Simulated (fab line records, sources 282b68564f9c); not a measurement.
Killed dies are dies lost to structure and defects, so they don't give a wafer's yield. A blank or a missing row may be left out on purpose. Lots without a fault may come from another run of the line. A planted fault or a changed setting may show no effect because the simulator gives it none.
fab line records -- flow rit_cmos
record lots=6, wafers=18, last_day=6
route steps=202 shown FOX2@24 NWELL@28 PWELL@39 WELLDRIVE@50 M1@202
lots with no fault: from the same line, run without faults
start_h: hours from the record's first day to the start of the lot's first wafer shown -- wait_h: hours elapsed since this lot's preceding step -- " repeats the value in the row above -- L1.1+2: a single row standing in for several wafers -- - value missing, or start not given -- * or withheld: withheld -- < > ~ a bound
route shown NAME@n: NAME is a module with steps in the file, n the number in the route of the first one -- usual: the fault-free wafers' mean and standard deviation -- same: alike in all rows -- chamber/n: place in a boat -- sites: each site's reading -- _std_site: standard deviation across them -- _edge_site: inner sites' mean taken away from outer sites' mean -- radius_mm: how far each site lies from the wafer's centre -- mask NAME#n: copy n -- behind: the last tool/chamber to shape the wafer -- hold: what put the lot on hold/how long, in hours/how the hold closed -- device: which transistor (n, p or np) failed to switch -- end of line: tests run on the same wafers once the route is complete -- step lacking rows: just its recipe -- killed: dies lost to structure and defects at the first sort, not the wafer's yield -- map: the dies of a wafer, with x for killed, . for not killed, _ for no die there
set.NAME: the setting the step ran with; set.NAME@STEP: the setting that earlier step ran with -- model.NAME: the simulator's own value behind a step, which no gauge read
lots at selected steps of the route; one table per step, one row per wafer
services: when a tool's chamber went out of use (start_h, in hours from the record's first day, below 0 if earlier), for how many hours, and the reason
## steps
# step RIT_FOX2_THK_MEAS_01
# recipe reads=SiO2_of_FOX2_OXIDATION_00
# usual FOX2_OXIDE_THK=348/5.5
lot.wafer,tool,chamber,start_h,wait_h,FOX2_OXIDE_THK[nm]
L568.2,film_metro-03,-,19.14,0.0,349
L568.4,film_metro-03,-,19.14,0.0,349
L568.6,film_metro-03,-,19.14,0.0,353
L569.3,film_metro-01,-,23.39,0.0,351
L569.5,film_metro-01,-,23.39,0.0,348
L569.6,film_metro-01,-,23.39,0.0,347
L578.1,film_metro-01,-,70.70,0.0,359
L578.2,film_metro-01,-,70.70,0.0,356
L578.3,film_metro-01,-,70.70,0.0,356
L579.2,film_metro-01,-,77.07,0.0,349
L579.3,film_metro-01,-,77.07,0.0,352
L579.6,film_metro-01,-,77.07,0.0,351
L581.1,film_metro-03,-,90.10,0.1,350
L581.3,film_metro-03,-,90.10,0.1,355
L581.6,film_metro-03,-,90.10,0.1,346
L587.3,film_metro-03,-,113.53,0.0,350
L587.5,film_metro-03,-,113.53,0.0,344
L587.6,film_metro-03,-,113.53,0.0,349
# step RIT_FOX2_CLEAN_02
# recipe chemistry=dHF, dilution=50:1, time_s=180
# step RIT_FOX2_WET_ETCH_03
# recipe chemistry=H3PO4, target=Si3N4, target_depth_nm=195, temp_c=165, time_s=2700
# step RIT_FOX2_THK_MEAS_90
# recipe reads=SiO2_of_FOX2_OXIDATION_00
# usual FIELD_OXIDE_LEFT_1_THK=321/5.6
lot.wafer,tool,chamber,start_h,wait_h,FIELD_OXIDE_LEFT_1_THK[nm]
L568.2,film_metro-02,-,20.01,0.0,322
L568.4,film_metro-02,-,20.01,0.0,323
L568.6,film_metro-02,-,20.01,0.0,327
L569.3,film_metro-01,-,24.26,0.0,323
L569.5,film_metro-01,-,24.26,0.0,321
L569.6,film_metro-01,-,24.26,0.0,320
L578.1,film_metro-01,-,71.65,0.0,332
L578.2,film_metro-01,-,71.65,0.0,328
L578.3,film_metro-01,-,71.65,0.0,329
L579.2,film_metro-02,-,77.94,0.0,321
L579.3,film_metro-02,-,77.94,0.0,325
L579.6,film_metro-02,-,77.94,0.0,323
L581.1,film_metro-02,-,91.73,0.0,322
L581.3,film_metro-02,-,91.73,0.0,328
L581.6,film_metro-02,-,91.73,0.0,318
L587.3,film_metro-02,-,114.40,0.0,322
L587.5,film_metro-02,-,114.40,0.0,316
L587.6,film_metro-02,-,114.40,0.0,321
# step RIT_NWELL_HMDS_00
# recipe prime_time_s=60, prime_temp_c=140
# step RIT_NWELL_COAT_01
# recipe resist=NOVOLAK, spin_rpm=2000, resist_thk_nm=1300
# step RIT_NWELL_SOFTBAKE_02
# recipe resist=NOVOLAK, temp_c=90, time_s=60
# step RIT_NWELL_EXPOSE_03
# recipe mask_id=M2, na=0.57, target_cd_nm=43900, dose_mj=250
# step RIT_NWELL_PEB_04
# recipe resist=NOVOLAK, temp_c=withheld, time_s=withheld
# step RIT_NWELL_DEVELOP_05
# recipe resist=NOVOLAK, develop_time_s=68, dev_temp_c=23
# step RIT_NWELL_OVL_MEAS_06
# usual NWELL_OVL=-1.0/1.2
lot.wafer,tool,chamber,start_h,wait_h,NWELL_OVL[nm]
L568.2,overlay-01,-,21.08,-,-0.3
L568.4,overlay-01,-,21.08,-,-0.2
L568.6,overlay-01,-,21.08,-,-1.1
L569.3,overlay-01,-,25.47,-,0.1
L569.5,overlay-01,-,25.47,-,-0.5
L569.6,overlay-01,-,25.47,-,-0.7
L578.1,overlay-02,-,72.59,-,-2.2
L578.2,overlay-02,-,72.59,-,-2.8
L578.3,overlay-02,-,72.59,-,-2.2
L579.2,overlay-02,-,78.93,-,-2.2
L579.3,overlay-02,-,78.93,-,-3.1
L579.6,overlay-02,-,78.93,-,-2.4
L581.1,overlay-02,-,92.80,-,-1.1
L581.3,overlay-02,-,92.80,-,-1.7
L581.6,overlay-02,-,92.80,-,-0.8
L587.3,overlay-02,-,115.46,-,-0.9
L587.5,overlay-02,-,115.46,-,-0.7
L587.6,overlay-02,-,115.46,-,2.0
# step RIT_NWELL_HARDBAKE_07
# recipe resist=NOVOLAK, temp_c=140, time_s=120
# step RIT_NWELL_IMPLANT_08
# recipe species=P, energy_kev=170, dose_cm2=5e+13, tilt_deg=7
# usual beam_energy_keV=170.01/0.051, tilt_deg=6.996/0.018
lot.wafer,tool,chamber,start_h,wait_h,beam_energy_keV,tilt_deg,model.implant.rp_nm,model.implant.drp_nm
L568.2,implanter-04,0,21.38,0.2,169.97,6.985,213.6,68.82
L568.4,implanter-04,0,21.38,0.2,170.02,7.001,213.6,68.82
L568.6,implanter-04,0,21.38,0.2,169.90,6.982,213.6,68.82
L569.3,implanter-04,0,25.80,0.2,170.02,7.002,216.6,68.82
L569.5,implanter-04,0,25.80,0.2,169.98,6.983,216.6,68.82
L569.6,implanter-04,0,25.80,0.2,169.94,6.997,216.6,68.82
L578.1,implanter-03,0,72.88,0.2,118.98,6.937,150,52.37
L578.2,implanter-03,0,72.88,0.2,119.06,6.968,150,52.37
L578.3,implanter-03,0,72.88,0.2,118.99,6.970,150,52.37
L579.2,implanter-03,0,79.23,0.2,118.95,7.006,147.4,52.37
L579.3,implanter-03,0,79.23,0.2,119.01,7.008,147.4,52.37
L579.6,implanter-03,0,79.23,0.2,118.99,6.983,147.4,52.37
L581.1,implanter-02,0,93.08,0.2,169.97,7.014,216.1,68.82
L581.3,implanter-02,0,93.08,0.2,169.99,7.016,216.1,68.82
L581.6,implanter-02,0,93.08,0.2,169.99,6.997,216.1,68.82
L587.3,implanter-04,0,115.79,0.2,170.09,7.016,204,68.82
L587.5,implanter-04,0,115.79,0.2,170.05,7.001,204,68.82
L587.6,implanter-04,0,115.79,0.2,170.10,7.008,204,68.82
# step RIT_NWELL_STRIP_09
# recipe chemistry=O2, time_s=180, resist=NOVOLAK, platen_temp_c=withheld, power_w=500, pressure_mtorr=4000, o2_flow_sccm=4000
# usual drypump_motor_current_A=5.4/0.39, o2_flow_sccm=3999/12
lot.wafer,tool,chamber,start_h,wait_h,drypump_motor_current_A,o2_flow_sccm,rf_hours_counter_h
L568.2,plasma_asher-01,1,21.51,0.1,5.2,4018,38
L568.4,plasma_asher-01,1,21.51,0.1,5.3,3998,-
L568.6,plasma_asher-01,0,21.51,0.1,5.3,4015,-
L569.3,plasma_asher-04,1,25.96,0.1,5.2,3980,-
L569.5,plasma_asher-04,0,25.96,0.1,5.9,3986,-
L569.6,plasma_asher-04,1,25.96,0.1,5.2,3995,-
L578.1,plasma_asher-04,0,73.03,0.1,5.9,3992,43
L578.2,plasma_asher-04,1,73.03,0.1,5.2,3986,43
L578.3,plasma_asher-04,1,73.03,0.1,5.2,4016,-
L579.2,plasma_asher-04,1,79.36,0.1,5.2,4001,43
L579.3,plasma_asher-04,1,79.36,0.1,5.2,4019,-
L579.6,plasma_asher-04,0,79.36,0.1,5.9,4003,-
L581.1,plasma_asher-03,0,93.23,0.1,5.9,4023,45
L581.3,plasma_asher-03,1,93.23,0.1,5.0,3990,-
L581.6,plasma_asher-03,0,93.23,0.1,5.9,4006,-
L587.3,plasma_asher-04,0,115.94,0.1,5.9,3994,-
L587.5,plasma_asher-04,1,115.94,0.1,5.2,3992,-
L587.6,plasma_asher-04,0,115.94,0.1,5.9,3996,-
# step RIT_NWELL_TW_MEAS_10
# usual NWELL_TW=2138/30
lot.wafer,tool,chamber,start_h,wait_h,NWELL_TW
L568.2,film_metro-04,-,21.69,0.1,2166
L568.4,film_metro-04,-,21.69,0.1,2169
L568.6,film_metro-04,-,21.69,0.1,2180
L569.3,film_metro-04,-,26.09,0.1,2143
L569.5,film_metro-04,-,26.09,0.1,2140
L569.6,film_metro-04,-,26.09,0.1,2137
L578.1,film_metro-04,-,73.20,0.1,2024
L578.2,film_metro-04,-,73.20,0.1,2006
L578.3,film_metro-04,-,73.20,0.1,2024
L579.2,film_metro-04,-,79.54,0.1,2031
L579.3,film_metro-04,-,79.54,0.1,2008
L579.6,film_metro-04,-,79.54,0.1,2011
L581.1,film_metro-04,-,93.41,0.1,2178
L581.3,film_metro-04,-,93.41,0.1,2180
L581.6,film_metro-04,-,93.41,0.1,2170
L587.3,film_metro-04,-,116.08,0.1,2165
L587.5,film_metro-04,-,116.08,0.1,2156
L587.6,film_metro-04,-,116.08,0.1,2154
# step RIT_PWELL_HMDS_00
# recipe prime_time_s=60, prime_temp_c=140
# step RIT_PWELL_COAT_01
# recipe resist=NOVOLAK, spin_rpm=2000, resist_thk_nm=1300
# step RIT_PWELL_SOFTBAKE_02
# recipe resist=NOVOLAK, temp_c=90, time_s=60
# step RIT_PWELL_EXPOSE_03
# recipe mask_id=M3, na=0.57, target_cd_nm=43700, dose_mj=250
# step RIT_PWELL_PEB_04
# recipe resist=NOVOLAK, temp_c=withheld, time_s=withheld
# step RIT_PWELL_DEVELOP_05
# recipe resist=NOVOLAK, develop_time_s=68, dev_temp_c=23
# step RIT_PWELL_OVL_MEAS_06
# usual PWELL_OVL=-0.6/1.5
lot.wafer,tool,chamber,start_h,wait_h,PWELL_OVL[nm]
L568.2,overlay-02,-,22.63,-,0.7
L568.4,overlay-02,-,22.63,-,0.5
L568.6,overlay-02,-,22.63,-,-1.6
L569.3,overlay-01,-,27.15,-,-0.3
L569.5,overlay-01,-,27.15,-,1.2
L569.6,overlay-01,-,27.15,-,-1.4
L578.1,overlay-02,-,74.27,-,-1.2
L578.2,overlay-02,-,74.27,-,-3.2
L578.3,overlay-02,-,74.27,-,-1.8
L579.2,overlay-01,-,80.48,-,1.1
L579.3,overlay-01,-,80.48,-,-0.1
L579.6,overlay-01,-,80.48,-,2.2
L581.1,overlay-01,-,94.35,-,-1.2
L581.3,overlay-01,-,94.35,-,-0.7
L581.6,overlay-01,-,94.35,-,0.9
L587.3,overlay-01,-,117.14,-,-0.8
L587.5,overlay-01,-,117.14,-,-0.3
L587.6,overlay-01,-,117.14,-,0.1
# step RIT_PWELL_HARDBAKE_07
# recipe resist=NOVOLAK, temp_c=140, time_s=120
# step RIT_PWELL_IMPLANT_08
# recipe species=B, energy_kev=170, dose_cm2=7e+13, tilt_deg=7
# step RIT_PWELL_STRIP_09
# recipe chemistry=O2, time_s=180, resist=NOVOLAK, platen_temp_c=withheld, power_w=500, pressure_mtorr=4000, o2_flow_sccm=4000
# usual drypump_motor_current_A=5.37/0.28, o2_flow_sccm=4000/10
lot.wafer,tool,chamber,start_h,wait_h,drypump_motor_current_A,o2_flow_sccm,rf_hours_counter_h
L568.2,plasma_asher-03,1,23.06,0.1,4.97,4014,37
L568.4,plasma_asher-03,0,23.06,0.1,5.92,3989,-
L568.6,plasma_asher-03,0,23.06,0.1,5.93,3989,-
L569.3,plasma_asher-03,0,27.63,0.1,5.93,4000,-
L569.5,plasma_asher-03,1,27.63,0.1,4.96,4010,-
L569.6,plasma_asher-03,0,27.63,0.1,5.93,4014,-
L578.1,plasma_asher-01,0,74.70,0.1,5.32,3991,43
L578.2,plasma_asher-01,1,74.70,0.1,5.25,4006,43
L578.3,plasma_asher-01,0,74.70,0.1,5.32,4010,-
L579.2,plasma_asher-01,1,80.91,0.1,5.25,3987,43
L579.3,plasma_asher-01,0,80.91,0.1,5.34,4000,-
L579.6,plasma_asher-01,1,80.91,0.1,5.24,3997,-
L581.1,plasma_asher-03,1,94.78,0.1,4.98,4008,45
L581.3,plasma_asher-03,1,94.78,0.1,4.98,4001,-
L581.6,plasma_asher-03,1,94.78,0.1,4.97,3998,-
L587.3,plasma_asher-02,0,117.62,0.1,5.36,3993,-
L587.5,plasma_asher-02,1,117.62,0.1,5.38,4013,-
L587.6,plasma_asher-02,0,117.62,0.1,5.36,4004,-
# step RIT_PWELL_TW_MEAS_10
# usual PWELL_TW=947/12
lot.wafer,tool,chamber,start_h,wait_h,PWELL_TW
L568.2,film_metro-01,-,23.24,0.1,932
L568.4,film_metro-01,-,23.24,0.1,931
L568.6,film_metro-01,-,23.24,0.1,927
L569.3,film_metro-04,-,27.77,0.1,952
L569.5,film_metro-04,-,27.77,0.1,951
L569.6,film_metro-04,-,27.77,0.1,945
L578.1,film_metro-03,-,74.88,0.1,953
L578.2,film_metro-03,-,74.88,0.1,946
L578.3,film_metro-03,-,74.88,0.1,952
L579.2,film_metro-03,-,81.09,0.1,948
L579.3,film_metro-03,-,81.09,0.1,955
L579.6,film_metro-03,-,81.09,0.1,956
L581.1,film_metro-03,-,94.96,0.1,946
L581.3,film_metro-03,-,94.96,0.1,949
L581.6,film_metro-03,-,94.96,0.1,946
L587.3,film_metro-01,-,117.76,0.1,928
L587.5,film_metro-01,-,117.76,0.1,931
L587.6,film_metro-01,-,117.76,0.1,929
# step RIT_WELLDRIVE_ANNEAL_00
# recipe temp_c=1100, time_s=14700, ambient=N2
# step RIT_WELLDRIVE_RS_MEAS_01
# recipe thk_meas_gauge=four-point-probe
# usual NWELL_RS=274.9/0.76
lot.wafer,tool,chamber,start_h,wait_h,NWELL_RS[ohm/sq]
L568.2,film_metro-01,-,28.42,0.0,275.6
L568.4,film_metro-01,-,28.42,0.0,274.7
L568.6,film_metro-01,-,28.42,0.0,274.5
L569.3,film_metro-04,-,32.93,0.0,274.4
L569.5,film_metro-04,-,32.93,0.0,273.2
L569.6,film_metro-04,-,32.93,0.0,273.9
L578.1,film_metro-04,-,81.42,0.0,277.8
L578.2,film_metro-04,-,81.42,0.0,278.0
L578.3,film_metro-04,-,81.42,0.0,278.0
L579.2,film_metro-04,-,86.78,0.0,277.9
L579.3,film_metro-04,-,86.78,0.0,278.5
L579.6,film_metro-04,-,86.78,0.0,277.9
L581.1,film_metro-01,-,100.10,0.0,274.5
L581.3,film_metro-01,-,100.10,0.0,273.8
L581.6,film_metro-01,-,100.10,0.0,275.2
L587.3,film_metro-01,-,122.92,0.0,275.1
L587.5,film_metro-01,-,122.92,0.0,275.3
L587.6,film_metro-01,-,122.92,0.0,274.7
# step RIT_WELLDRIVE_RS_MEAS_02
# recipe thk_meas_gauge=four-point-probe
# usual PWELL_RS=429.1/1.4
lot.wafer,tool,chamber,start_h,wait_h,PWELL_RS[ohm/sq]
L568.2,film_metro-01,-,28.54,0.1,427.6
L568.4,film_metro-01,-,28.54,0.1,428.3
L568.6,film_metro-01,-,28.54,0.1,428.1
L569.3,film_metro-04,-,33.05,0.1,427.2
L569.5,film_metro-04,-,33.05,0.1,427.9
L569.6,film_metro-04,-,33.05,0.1,427.0
L578.1,film_metro-04,-,81.54,0.1,428.0
L578.2,film_metro-04,-,81.54,0.1,427.8
L578.3,film_metro-04,-,81.54,0.1,427.6
L579.2,film_metro-04,-,86.90,0.1,427.8
L579.3,film_metro-04,-,86.90,0.1,427.2
L579.6,film_metro-04,-,86.90,0.1,426.5
L581.1,film_metro-01,-,100.22,0.1,429.4
L581.3,film_metro-01,-,100.22,0.1,431.5
L581.6,film_metro-01,-,100.22,0.1,430.1
L587.3,film_metro-01,-,123.04,0.1,431.1
L587.5,film_metro-01,-,123.04,0.1,430.1
L587.6,film_metro-01,-,123.04,0.1,430.0
# step RIT_M1_PROBE_99
# usual killed_at_contacts=0.1/0.31, killed_at_front_end=6.8/2.7, killed_dies=6.9/2.7, killed_on_rim=1.8/1.4, killed_open=3.3/1.8, killed_short=3.5/1.8
# same gross_dies=264, killed_at_M0_to_M3=0, killed_at_M4_up=0, killed_at_back_side=0, killed_at_other=0
lot.wafer,tool,chamber,start_h,wait_h,killed_at_contacts,killed_at_front_end,killed_dies,killed_on_rim,killed_open,killed_short,model.etest.nwell_pinched.rs_ohm_sq,model.etest.well_edge_right.line_ohm_um,model.etest.well_edge_left.line_ohm_um,model.etest.field_p_metal.vt_v,model.etest.field_p.vt_v,model.etest.iso_nwell_nwell.bv_v,model.etest.iso_pplus_pwell.lateral_log10_a_um,model.etest.vpnp.gain
L568.2,prober-01,-,58.72,0.1,0,5,5,3,3,1,343.9,182.1,185,-29.09,-12.75,22.18,-9.259,1.091
L568.4,prober-01,-,58.82,0.2,0,8,8,3,5,3,336.6,179.7,183.4,-29.66,-12.73,21.7,-9.284,1.055
L568.6,prober-01,-,58.92,0.2,0,10,10,1,4,6,337.4,182.5,182.2,-29.4,-12.83,22.11,-9.232,1.051
L569.3,prober-01,-,61.56,0.2,0,4,4,0,2,1,336.9,183.5,181.6,-30.02,-12.9,21.18,-9.245,1.096
L569.5,prober-01,-,61.66,0.2,0,5,5,1,3,2,339.6,182.3,181.7,-30.7,-12.94,21.93,-9.266,1.095
L569.6,prober-01,-,61.71,0.2,1,5,6,0,3,3,335.5,179.8,180.4,-30.73,-12.96,21.39,-9.266,1.097
L578.1,prober-02,-,113.56,0.1,0,11,11,5,5,6,353,190.6,190.8,-25.07,-11.08,23.02,-9.236,1.125
L578.2,prober-02,-,113.61,0.1,0,7,7,1,2,5,355.2,192.2,187.5,-25.01,-10.91,22.79,-9.201,1.127
L578.3,prober-02,-,113.66,0.2,0,7,7,3,4,3,352.6,193.2,190.2,-24.75,-10.93,22.86,-9.194,1.138
L579.2,prober-01,-,116.96,0.1,0,8,8,0,4,3,357.1,192.9,192.2,-24.31,-10.69,22.55,-9.193,1.101
L579.3,prober-01,-,117.01,0.2,0,7,7,3,4,3,353.8,192.8,191,-24.54,-10.71,22.55,-9.215,1.093
L579.6,prober-01,-,117.16,0.2,1,10,11,2,6,5,354.3,190.9,193.7,-24.89,-10.7,22.77,-9.203,1.097
L581.1,prober-01,-,131.68,0.1,0,11,11,2,4,7,335.5,183.2,181.4,-29.6,-12.84,22.1,-9.269,1.031
L581.3,prober-01,-,131.78,0.2,0,9,9,6,2,4,336.9,182.5,182.5,-29.09,-12.94,22.63,-9.221,1.04
L581.6,prober-01,-,131.93,0.2,0,9,9,1,6,3,340.6,182.4,182.4,-30.15,-12.93,21.9,-9.309,1.069
L587.3,prober-01,-,152.16,0.2,0,13,13,3,7,6,340.5,178,183.3,-27.82,-12.09,21.77,-9.272,1.05
L587.5,prober-01,-,152.26,0.2,0,4,4,0,1,3,340.5,181.2,180.3,-28.02,-12.07,20.75,-9.261,1.06
L587.6,prober-01,-,152.31,0.2,0,3,3,0,0,3,331.8,181.5,181.4,-28.64,-12.11,21.81,-9.305,1.031
# killed by level:class
L568.2 GATE:geometric_particle:open=2 FOX1:geometric_particle:open=1 GATE:geometric_particle:short=1 NWELL:coat_microbubble_printed=1
L568.4 GATE:geometric_particle:open=2 REOX:geometric_particle:open=2 GATE:geometric_particle:short=1 REOX:geometric_particle:short=1 SILICIDE:geometric_particle:open=1 SILICIDE:geometric_particle:short=1
L568.6 GATE:geometric_particle:open=3 GATE:geometric_particle:short=3 REOX:geometric_particle:short=2 FOX1:geometric_particle:open=1 FOX1:geometric_particle:short=1
L569.3 FOX1:geometric_particle:short=1 FOX1:geometric_particle:open=1 SPACER:geometric_particle:open=1 NRETRO:coat_microbubble_printed=1
L569.5 SPACER:geometric_particle:open=2 GATE:geometric_particle:short=1 REOX:geometric_particle:open=1 SPACER:geometric_particle:short=1
L569.6 FOX1:geometric_particle:short=1 FOX2:geometric_particle:short=1 GATE:geometric_particle:open=1 REOX:geometric_particle:open=1 SPACER:geometric_particle:short=1 CONTACT:geometric_particle:open=1
L578.1 GATE:geometric_particle:short=5 GATE:geometric_particle:open=2 FOX1:geometric_particle:short=1 FOX1:geometric_particle:open=1 FOX2:geometric_particle:open=1 REOX:geometric_particle:open=1
L578.2 SILICIDE:geometric_particle:short=2 FOX2:geometric_particle:short=1 GATE:geometric_particle:short=1 REOX:geometric_particle:open=1 SPACER:geometric_particle:short=1 SILICIDE:geometric_particle:open=1
L578.3 GATE:geometric_particle:open=3 GATE:geometric_particle:short=2 FOX1:geometric_particle:short=1 SPACER:geometric_particle:open=1
L579.2 SILICIDE:geometric_particle:open=3 FOX1:geometric_particle:short=1 GATE:geometric_particle:short=1 GATE:geometric_particle:open=1 SILICIDE:geometric_particle:short=1 GATE:coat_microbubble_printed=1
L579.3 GATE:geometric_particle:open=2 GATE:geometric_particle:short=1 REOX:geometric_particle:short=1 REOX:geometric_particle:open=1 SILICIDE:geometric_particle:open=1 SILICIDE:geometric_particle:short=1
L579.6 GATE:geometric_particle:open=2 GATE:geometric_particle:short=2 SILICIDE:geometric_particle:open=2 ACTIVE:geometric_particle:open=1 FOX1:geometric_particle:open=1 REOX:geometric_particle:short=1 SILICIDE:geometric_particle:short=1 CONTACT:geometric_particle:short=1
L581.1 GATE:geometric_particle:short=3 FOX1:geometric_particle:short=2 FOX2:geometric_particle:open=2 FOX2:geometric_particle:short=2 FOX1:geometric_particle:open=1 GATE:geometric_particle:open=1
L581.3 NWELL:coat_microbubble_printed=3 SILICIDE:geometric_particle:short=2 FOX2:geometric_particle:open=1 GATE:geometric_particle:open=1 GATE:geometric_particle:short=1 SPACER:geometric_particle:short=1
L581.6 GATE:geometric_particle:short=2 GATE:geometric_particle:open=2 FOX1:geometric_particle:open=1 FOX2:geometric_particle:open=1 REOX:geometric_particle:open=1 SPACER:geometric_particle:short=1 SILICIDE:geometric_particle:open=1
L587.3 SILICIDE:geometric_particle:open=3 GATE:geometric_particle:short=2 GATE:geometric_particle:open=2 REOX:geometric_particle:short=2 FOX1:geometric_particle:open=1 FOX1:geometric_particle:short=1 REOX:geometric_particle:open=1 SILICIDE:geometric_particle:short=1
L587.5 SILICIDE:geometric_particle:short=2 SPACER:geometric_particle:short=1 SILICIDE:geometric_particle:open=1
L587.6 GATE:geometric_particle:short=2 REOX:geometric_particle:short=1
## services
tool,chamber,start_h,hours,kind
plasma_asher-02,-,-1.77,11.0,repair
implanter-02,-,2.37,2.3,repair
implanter-04,-,10.15,3.8,repair
implanter-02,-,11.46,0.5,repair
plasma_asher-02,-,26.34,0.9,repair
implanter-02,-,30.09,2.3,repair
plasma_asher-01,-,31.89,11.1,repair
implanter-03,-,32.62,2.5,repair
implanter-02,-,43.46,4.7,pm
plasma_asher-01,-,108.75,9.0,pm
plasma_asher-01,0,108.75,9.0,vent_cycle
plasma_asher-01,1,108.75,9.0,vent_cycle
plasma_asher-04,-,116.28,1.5,repair
implanter-03,-,116.40,1.4,repair
## key
first_sign step=RIT_NWELL_IMPLANT_08, reading=beam_energy_keV, direction=down, sigmas=99+, usual=170.01, struck=119.00
effect step=RIT_NWELL_TW_MEAS_10, reading=NWELL_TW, direction=down, sigmas=4.1, usual=2138, struck=2017
effect step=RIT_WELLDRIVE_RS_MEAS_01, reading=NWELL_RS, direction=up, sigmas=4, usual=274.9, struck=278.0
model_effect step=RIT_NWELL_IMPLANT_08, value=implant.rp_nm, without=215.3, struck=148.7
model_effect step=RIT_M1_PROBE_99, value=etest.nwell_pinched.rs_ohm_sq, without=337.9, struck=354.3
met_at RIT_NWELL_IMPLANT_08
struck_wafers L578.1,L578.2,L578.3,L579.2,L579.3,L579.6
tester_left_out L578,L579
loop_trim step=RIT_M1_EXPOSE_06, setting=dose, lots=L579
fault kind=process_parameter_drift, tool=implanter-03, chamber=-, onset_h=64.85, steps=RIT_NWELL_IMPLANT_08, channel=energy_kev, offset=-51, shape=step, end_h=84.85, acts_in=these_recipes_only, stated=170
# tester_left_out: of these lots the tester's yield and bins aren't shown, on N5 and GAA mostly nor the transistor test; their killed dies are dies lost to structure and defects alone, not to doping, threshold or leakage, so they don't give the yield
# loop_trim: a control loop set the setting to another value than it would have without faults
